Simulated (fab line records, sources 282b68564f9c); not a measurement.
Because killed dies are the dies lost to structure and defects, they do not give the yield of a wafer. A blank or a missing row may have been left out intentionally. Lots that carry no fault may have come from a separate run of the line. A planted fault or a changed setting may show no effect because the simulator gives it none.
fab line records	flow rit-cmos
record: lots: 15	wafers: 45	last-day: 8
route steps=202 shown M1@189
lots with no fault: from the same line, run without faults
start-h: the number of hours between the record's first day and the start of the first shown wafer of the lot	wait-h: how many hours have passed since the lot's step before this one	" same as the row above	L1.1+2: one row covering several wafers at once	- no value present, or no start provided	* or withheld: withheld	< > ~ a bound
route shown NAME@n: names a module that has steps shown in the file, with the first one's number in the route	usual: the fault-free wafers' mean and standard deviation	same: alike in all rows	chamber/n: place in a boat	sites: each site's reading	_std_site: standard deviation of those values	_edge_site: inner sites' mean taken away from outer sites' mean	radius-mm: for every site, how far away it sits from the centre of the wafer	mask NAME#n: copy n	behind: tool/chamber where the wafer was last shaped	hold: why the lot went on hold/how many hours it stayed there/how the hold came to an end	device: the transistor (n, p or np) that didn't switch	end of line: tests run on the same wafers once the route is complete	a step with no rows: only its recipe	killed: the dies lost at the first sort to structure and to defects; this is not the yield of the wafer	map: a wafer's dies, marking killed ones x, the rest . and places with no die _
set.NAME: the setting that was run; set.NAME@STEP: the one run at that earlier step	model.NAME: the simulator's own value behind a step, which no gauge read
route steps across a sampled set of lots; one table per step, one row per wafer
== steps ==
step: RIT_M1_SOFTBAKE_05
recipe: resist: NOVOLAK	temp-c: 90	time-s: 60
usual: heater-power-total-W: 34.57/0.051	plate-temp-C: 90.01/0.12
lot.wafer	tool	chamber	start-h	wait-h	heater-power-total-W	plate-temp-C
L411.1	litho-track-04	0	58.06	0.1	34.52	90.08
L411.3	"	0	"	"	34.62	89.92
L411.4	"	0	"	"	34.52	90.06
L412.2	litho-track-01	0	62.81	0.1	34.46	89.95
L412.3	"	0	"	"	34.58	89.89
L412.6	"	0	"	"	34.51	89.82
L413.2	litho-track-01	0	67.92	0.1	34.54	89.99
L413.3	"	0	"	"	34.54	90.04
L413.6	"	0	"	"	34.49	90.09
L415.1	litho-track-04	0	81.77	0.1	34.59	89.88
L415.4	"	0	"	"	34.63	90.04
L415.6	"	0	"	"	34.54	89.85
L416.1	litho-track-01	0	84.00	0.1	34.61	90.08
L416.2	"	0	"	"	34.53	90.07
L416.5	"	0	"	"	34.54	89.93
L418.2	litho-track-04	0	93.63	0.1	34.50	90.03
L418.5	"	0	"	"	34.56	90.01
L418.6	"	0	"	"	34.59	89.91
L420.3	litho-track-04	0	105.46	0.1	37.58	95.74
L420.4	"	0	"	"	37.71	95.76
L420.6	"	0	"	"	37.70	95.66
L421.3	litho-track-04	0	110.77	0.1	37.64	95.76
L421.5	"	0	"	"	37.60	95.62
L421.6	"	0	"	"	37.69	95.81
L422.2	litho-track-04	0	116.19	0.1	37.74	95.74
L422.3	"	0	"	"	37.72	95.78
L422.6	"	0	"	"	37.56	95.74
L424.2	litho-track-02	0	128.90	0.1	34.57	90.02
L424.3	"	0	"	"	34.56	89.79
L424.4	"	0	"	"	34.59	90.01
L428.2	litho-track-02	0	151.86	0.1	34.62	89.91
L428.4	"	0	"	"	34.45	89.96
L428.5	"	0	"	"	34.58	89.85
L427.1	litho-track-01	0	153.79	0.1	34.55	90.09
L427.3	"	0	"	"	34.62	90.17
L427.6	"	0	"	"	34.53	90.15
L430.2	litho-track-02	0	169.79	0.1	34.61	89.71
L430.4	"	0	"	"	34.52	89.88
L430.5	"	0	"	"	34.61	89.81
L432.2	litho-track-01	0	181.70	0.1	34.55	90.04
L432.3	"	0	"	"	34.63	89.87
L432.4	"	0	"	"	34.53	90.12
L434.2	litho-track-01	0	187.79	0.1	34.61	89.91
L434.4	"	0	"	"	34.54	89.95
L434.6	"	0	"	"	34.58	89.96
step: RIT_M1_PROBE_99
usual: defect-limited-yield: 97.2/1.2	killed_at_M0_to_M3: 0.0/0.083	killed-at-contacts: 0.1/0.27	killed-at-front-end: 7/3.1	killed-dies: 7/3.2	killed-open: 3.8/2.1	killed-short: 3.6/2	sort_bin_3_pad_short: 0.1/0.22	sort_bin_5_function: 1.7/0.8	sort_bin_6_memory: 1.0/0.64	sort-n-pass: 257/3.2	sort-yield-pct: 97.2/1.2
same: gross-dies: 264	killed_at_M4_up: 0	killed-at-back-side: 0	killed-at-other: 0
lot.wafer	tool	chamber	start-h	wait-h	defect-limited-yield[%]	killed_at_M0_to_M3	killed-at-contacts	killed-at-front-end	killed-dies	killed-open	killed-short	sort_bin_3_pad_short[%]	sort_bin_5_function[%]	sort_bin_6_memory[%]	sort-n-pass	sort-yield-pct[%]
L411.1	prober-01	-	61.42	0.1	97.0	0	0	8	8	3	5	0.4	1.9	0.8	256	97.0
L411.3	prober-01	-	61.52	0.2	99.6	0	0	1	1	1	0	0	0.4	0	263	99.6
L411.4	prober-01	-	61.57	0.2	98.1	0	0	5	5	2	3	0	0.8	1.1	259	98.1
L412.2	prober-02	-	66.07	0.1	98.1	0	0	5	5	1	4	0	1.1	0.8	259	98.1
L412.3	prober-02	-	66.12	0.2	97.0	0	0	8	8	4	4	0	1.9	1.1	256	97.0
L412.6	prober-02	-	66.27	0.2	97.0	0	0	8	8	4	4	0	1.9	1.1	256	97.0
L413.2	prober-01	-	71.40	0.1	98.1	0	0	5	5	4	1	0	0.8	1.1	259	98.1
L413.3	prober-01	-	71.45	0.2	96.2	0	0	10	10	7	3	0	1.9	1.9	254	96.2
L413.6	prober-01	-	71.60	0.2	96.2	0	0	10	10	6	4	0.4	2.7	0.8	254	96.2
L415.1	prober-01	-	85.25	0.1	97.3	0	0	7	7	5	2	0	1.5	1.1	257	97.3
L415.4	prober-01	-	85.40	0.2	97.7	0	0	6	6	4	2	0	2.3	0	258	97.7
L415.6	prober-01	-	85.50	0.2	95.8	0	0	11	11	4	7	0.4	3.0	0.8	253	95.8
L416.1	prober-02	-	87.36	0.1	97.0	0	0	8	8	3	5	0.4	2.7	0	256	97.0
L416.2	prober-02	-	87.41	0.1	96.2	0	0	10	10	2	8	0	2.7	1.1	254	96.2
L416.5	prober-02	-	87.56	0.2	97.3	0	0	7	7	2	5	0.4	1.1	1.1	257	97.3
L418.2	prober-02	-	97.06	0.1	98.5	0	0	4	4	2	2	0	0.4	1.1	260	98.5
L418.5	prober-02	-	97.21	0.2	97.7	0	0	6	6	3	3	0	1.5	0.8	258	97.7
L418.6	prober-02	-	97.26	0.2	95.8	0	0	11	11	7	4	0.4	2.3	1.5	253	95.8
L420.3	prober-02	-	108.75	0.2	96.2	1	0	9	10	3	7	0	1.1	2.7	254	96.2
L420.4	prober-02	-	108.80	0.2	97.0	0	0	8	8	3	5	0.4	1.5	1.1	256	97.0
L420.6	prober-02	-	108.90	0.2	98.1	0	0	5	5	3	2	0	1.5	0.4	259	98.1
L421.3	prober-01	-	114.18	0.2	95.5	0	0	12	12	7	5	0.4	2.7	1.5	252	95.5
L421.5	prober-01	-	114.28	0.2	94.7	0	0	14	14	8	6	0	3.4	1.9	250	94.7
L421.6	prober-01	-	114.33	0.2	98.5	0	0	4	4	1	3	0	1.1	0.4	260	98.5
L422.2	prober-02	-	119.63	0.1	97.3	0	0	7	7	2	5	0	1.5	1.1	257	97.3
L422.3	prober-02	-	119.68	0.2	96.2	0	0	10	10	8	2	0	2.7	1.1	254	96.2
L422.6	prober-02	-	119.83	0.2	97.3	0	0	7	7	2	5	0	2.3	0.4	257	97.3
L424.2	prober-02	-	132.16	0.1	99.6	0	0	1	1	1	0	0	0.4	0	263	99.6
L424.3	prober-02	-	132.21	0.2	98.1	0	0	5	5	3	2	0	0.8	1.1	259	98.1
L424.4	prober-02	-	132.26	0.2	98.9	0	0	3	3	1	2	0	0.8	0.4	261	98.9
L428.2	prober-01	-	155.13	0.1	97.7	0	0	6	6	2	4	0	0.8	1.5	258	97.7
L428.4	prober-01	-	155.23	0.2	95.8	0	0	11	11	6	5	0.4	2.7	1.1	253	95.8
L428.5	prober-01	-	155.28	0.2	96.2	0	0	10	10	4	6	0	2.7	1.1	254	96.2
L427.1	prober-02	-	157.42	0.1	99.2	0	0	2	2	1	1	0	0.8	0	262	99.2
L427.3	prober-02	-	157.52	0.2	97.0	0	1	7	8	4	4	0.4	2.3	0.4	256	97.0
L427.6	prober-02	-	157.67	0.2	97.0	0	0	8	8	2	6	0	1.5	1.5	256	97.0
L430.2	prober-02	-	173.05	0.1	97.0	0	0	8	8	2	6	0.4	1.9	0.8	256	97.0
L430.4	prober-02	-	173.15	0.2	98.5	0	0	4	4	2	2	0	1.5	0	260	98.5
L430.5	prober-02	-	173.20	0.2	95.8	0	0	11	11	9	2	0.8	2.3	1.1	253	95.8
L432.2	prober-02	-	185.11	0.1	98.5	0	0	4	4	2	2	0	0.4	1.1	260	98.5
L432.3	prober-02	-	185.16	0.2	98.9	0	0	3	3	3	0	0	0.4	0.8	261	98.9
L432.4	prober-02	-	185.21	0.2	97.7	0	0	6	6	3	3	0	1.1	1.1	258	97.7
L434.2	prober-01	-	191.05	0.1	96.6	0	0	9	9	2	7	0.8	1.9	0.8	255	96.6
L434.4	prober-01	-	191.15	0.2	95.1	0	0	13	13	8	5	0.4	2.7	1.9	251	95.1
L434.6	prober-01	-	191.25	0.2	96.2	0	0	10	10	6	4	0.4	1.5	1.9	254	96.2
killed by level:class
L411.1 REOX:geometric-particle:open=2 GATE:geometric-particle:short=2 FOX1:geometric-particle:short=1 SPACER:geometric-particle:short=1 SILICIDE:geometric-particle:open=1 SILICIDE:geometric-particle:short=1
L411.3 SILICIDE:geometric-particle:open=1
L411.4 SILICIDE:geometric-particle:short=2 FOX1:geometric-particle:open=1 FOX1:geometric-particle:short=1 REOX:geometric-particle:open=1
L412.2 SILICIDE:geometric-particle:short=2 FOX1:geometric-particle:open=1 GATE:geometric-particle:short=1 REOX:geometric-particle:short=1
L412.3 REOX:geometric-particle:open=2 REOX:geometric-particle:short=2 FOX1:geometric-particle:short=1 FOX2:geometric-particle:open=1 GATE:geometric-particle:open=1 GATE:geometric-particle:short=1
L412.6 GATE:geometric-particle:open=2 FOX1:geometric-particle:open=1 FOX2:geometric-particle:open=1 FOX2:geometric-particle:short=1 GATE:geometric-particle:short=1 SPACER:geometric-particle:short=1 SILICIDE:geometric-particle:short=1
L413.2 FOX1:geometric-particle:open=1 FOX1:geometric-particle:short=1 GATE:geometric-particle:open=1 REOX:geometric-particle:open=1 SPACER:geometric-particle:open=1
L413.3 GATE:geometric-particle:open=3 FOX1:geometric-particle:open=2 REOX:geometric-particle:open=2 FOX1:geometric-particle:short=1 SPACER:geometric-particle:short=1 SILICIDE:geometric-particle:short=1
L413.6 GATE:geometric-particle:open=4 FOX1:geometric-particle:short=2 FOX1:geometric-particle:open=1 GATE:geometric-particle:short=1 REOX:geometric-particle:open=1 REOX:geometric-particle:short=1
L415.1 REOX:geometric-particle:open=3 REOX:geometric-particle:short=2 FOX1:geometric-particle:open=1 GATE:geometric-particle:open=1
L415.4 GATE:geometric-particle:open=2 SPACER:geometric-particle:short=2 FOX1:geometric-particle:open=1 SILICIDE:geometric-particle:open=1
L415.6 GATE:geometric-particle:short=3 REOX:geometric-particle:open=3 REOX:geometric-particle:short=2 FOX1:geometric-particle:open=1 FOX1:geometric-particle:short=1 FOX2:geometric-particle:short=1
L416.1 FOX2:geometric-particle:short=2 SPACER:geometric-particle:open=2 FOX1:geometric-particle:open=1 FOX1:geometric-particle:short=1 GATE:geometric-particle:short=1 REOX:geometric-particle:short=1
L416.2 GATE:geometric-particle:short=3 FOX1:geometric-particle:short=2 FOX2:geometric-particle:short=2 FOX1:geometric-particle:open=1 FOX2:geometric-particle:open=1 REOX:geometric-particle:short=1
L416.5 FOX2:geometric-particle:short=3 FOX2:geometric-particle:open=1 GATE:geometric-particle:short=1 GATE:geometric-particle:open=1 SILICIDE:geometric-particle:short=1
L418.2 GATE:geometric-particle:short=1 REOX:geometric-particle:open=1 SPACER:geometric-particle:open=1 SILICIDE:geometric-particle:short=1
L418.5 FOX1:geometric-particle:short=1 GATE:geometric-particle:open=1 REOX:geometric-particle:open=1 SPACER:geometric-particle:short=1 SPACER:geometric-particle:open=1 SILICIDE:geometric-particle:short=1
L418.6 GATE:geometric-particle:open=4 GATE:geometric-particle:short=3 SILICIDE:geometric-particle:open=2 REOX:geometric-particle:short=1 SPACER:geometric-particle:open=1
L420.3 FOX1:geometric-particle:open=2 REOX:geometric-particle:short=2 SPACER:geometric-particle:short=2 GATE:geometric-particle:short=1 REOX:geometric-particle:open=1 SILICIDE:geometric-particle:short=1 M1:geometric-particle:short=1
L420.4 GATE:geometric-particle:short=3 GATE:geometric-particle:open=2 REOX:geometric-particle:short=1 SPACER:geometric-particle:short=1 SILICIDE:geometric-particle:open=1
L420.6 GATE:geometric-particle:open=2 SPACER:geometric-particle:short=2 FOX2:geometric-particle:open=1
L421.3 SILICIDE:geometric-particle:open=3 FOX1:geometric-particle:short=2 GATE:geometric-particle:open=2 SILICIDE:geometric-particle:short=2 FOX1:geometric-particle:open=1 FOX2:geometric-particle:open=1 GATE:geometric-particle:short=1
L421.5 FOX1:geometric-particle:open=4 FOX1:geometric-particle:short=2 FOX2:geometric-particle:open=2 GATE:geometric-particle:short=2 REOX:geometric-particle:short=1 REOX:geometric-particle:open=1 SPACER:geometric-particle:open=1 SILICIDE:geometric-particle:short=1
L421.6 FOX1:geometric-particle:short=2 FOX2:geometric-particle:open=1 SILICIDE:geometric-particle:short=1
L422.2 GATE:geometric-particle:open=2 FOX1:geometric-particle:short=1 FOX2:geometric-particle:short=1 GATE:geometric-particle:short=1 SPACER:geometric-particle:short=1 SILICIDE:geometric-particle:short=1
L422.3 GATE:geometric-particle:open=6 GATE:geometric-particle:short=1 SPACER:geometric-particle:open=1 SILICIDE:geometric-particle:short=1 SILICIDE:geometric-particle:open=1
L422.6 SPACER:geometric-particle:short=3 GATE:geometric-particle:open=2 GATE:geometric-particle:short=1 SILICIDE:geometric-particle:short=1
L424.2 GATE:geometric-particle:open=1
L424.3 FOX1:geometric-particle:short=1 GATE:geometric-particle:open=1 SPACER:geometric-particle:open=1 SILICIDE:geometric-particle:short=1 SILICIDE:geometric-particle:open=1
L424.4 SPACER:geometric-particle:short=2 REOX:geometric-particle:open=1
L428.2 GATE:geometric-particle:open=2 GATE:geometric-particle:short=1 REOX:geometric-particle:short=1 SPACER:geometric-particle:short=1 SILICIDE:geometric-particle:short=1
L428.4 GATE:geometric-particle:short=4 GATE:geometric-particle:open=2 REOX:geometric-particle:open=2 FOX1:geometric-particle:open=1 SPACER:geometric-particle:open=1 SILICIDE:geometric-particle:short=1
L428.5 GATE:geometric-particle:short=5 GATE:geometric-particle:open=2 FOX1:geometric-particle:open=1 SILICIDE:geometric-particle:short=1 SILICIDE:geometric-particle:open=1
L427.1 FOX2:geometric-particle:short=1 SILICIDE:geometric-particle:open=1
L427.3 FOX2:geometric-particle:short=2 GATE:geometric-particle:open=2 GATE:geometric-particle:short=1 REOX:geometric-particle:short=1 REOX:geometric-particle:open=1 CONTACT:geometric-particle:open=1
L427.6 GATE:geometric-particle:short=3 SPACER:geometric-particle:short=2 REOX:geometric-particle:open=1 REOX:geometric-particle:short=1 SPACER:geometric-particle:open=1
L430.2 REOX:geometric-particle:short=3 GATE:geometric-particle:short=2 GATE:geometric-particle:open=1 REOX:geometric-particle:open=1 SPACER:geometric-particle:short=1
L430.4 GATE:geometric-particle:short=2 GATE:geometric-particle:open=1 REOX:geometric-particle:open=1
L430.5 REOX:geometric-particle:open=5 GATE:geometric-particle:open=2 REOX:geometric-particle:short=2 FOX1:geometric-particle:open=1 SILICIDE:geometric-particle:open=1
L432.2 ACTIVE:geometric-particle:open=1 FOX1:geometric-particle:short=1 GATE:geometric-particle:short=1 SILICIDE:geometric-particle:open=1
L432.3 FOX1:geometric-particle:open=1 FOX2:geometric-particle:open=1 SPACER:geometric-particle:open=1
L432.4 GATE:geometric-particle:short=2 SILICIDE:geometric-particle:open=2 FOX2:geometric-particle:short=1 SPACER:geometric-particle:open=1
L434.2 GATE:geometric-particle:open=2 SPACER:geometric-particle:short=2 FOX1:geometric-particle:short=1 FOX2:geometric-particle:short=1 GATE:geometric-particle:short=1 REOX:geometric-particle:short=1 SILICIDE:geometric-particle:short=1
L434.4 GATE:geometric-particle:short=3 SILICIDE:geometric-particle:open=3 GATE:geometric-particle:open=2 SPACER:geometric-particle:open=2 REOX:geometric-particle:open=1 SPACER:geometric-particle:short=1 SILICIDE:geometric-particle:short=1
L434.6 SILICIDE:geometric-particle:open=2 FOX1:geometric-particle:short=1 FOX1:geometric-particle:open=1 FOX2:geometric-particle:short=1 FOX2:geometric-particle:open=1 GATE:geometric-particle:open=1 GATE:geometric-particle:short=1 SPACER:geometric-particle:open=1
== key ==
first-sign: step: RIT_M1_SOFTBAKE_05	reading: heater-power-total-W	direction: up	sigmas: 61	usual: 34.57	struck: 37.66
effect: step: RIT_M1_SOFTBAKE_05	reading: plate-temp-C	direction: up	sigmas: 47	usual: *	struck: *
met-at RIT_M1_SOFTBAKE_05
struck-lots L420,L421,L422
loop-trim: step: RIT_M1_EXPOSE_06	setting: dose	lots: L422
onset-between 93.63 105.46
fault: kind: process-parameter-drift	tool: litho-track-04	chamber: -	onset-h: 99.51	steps: RIT_M1_SOFTBAKE_05	channel: temp-c	offset: *	shape: step	end-h: 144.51	acts-in: *	stated: *
loop-trim: a control loop set the setting to another value than it would have without faults
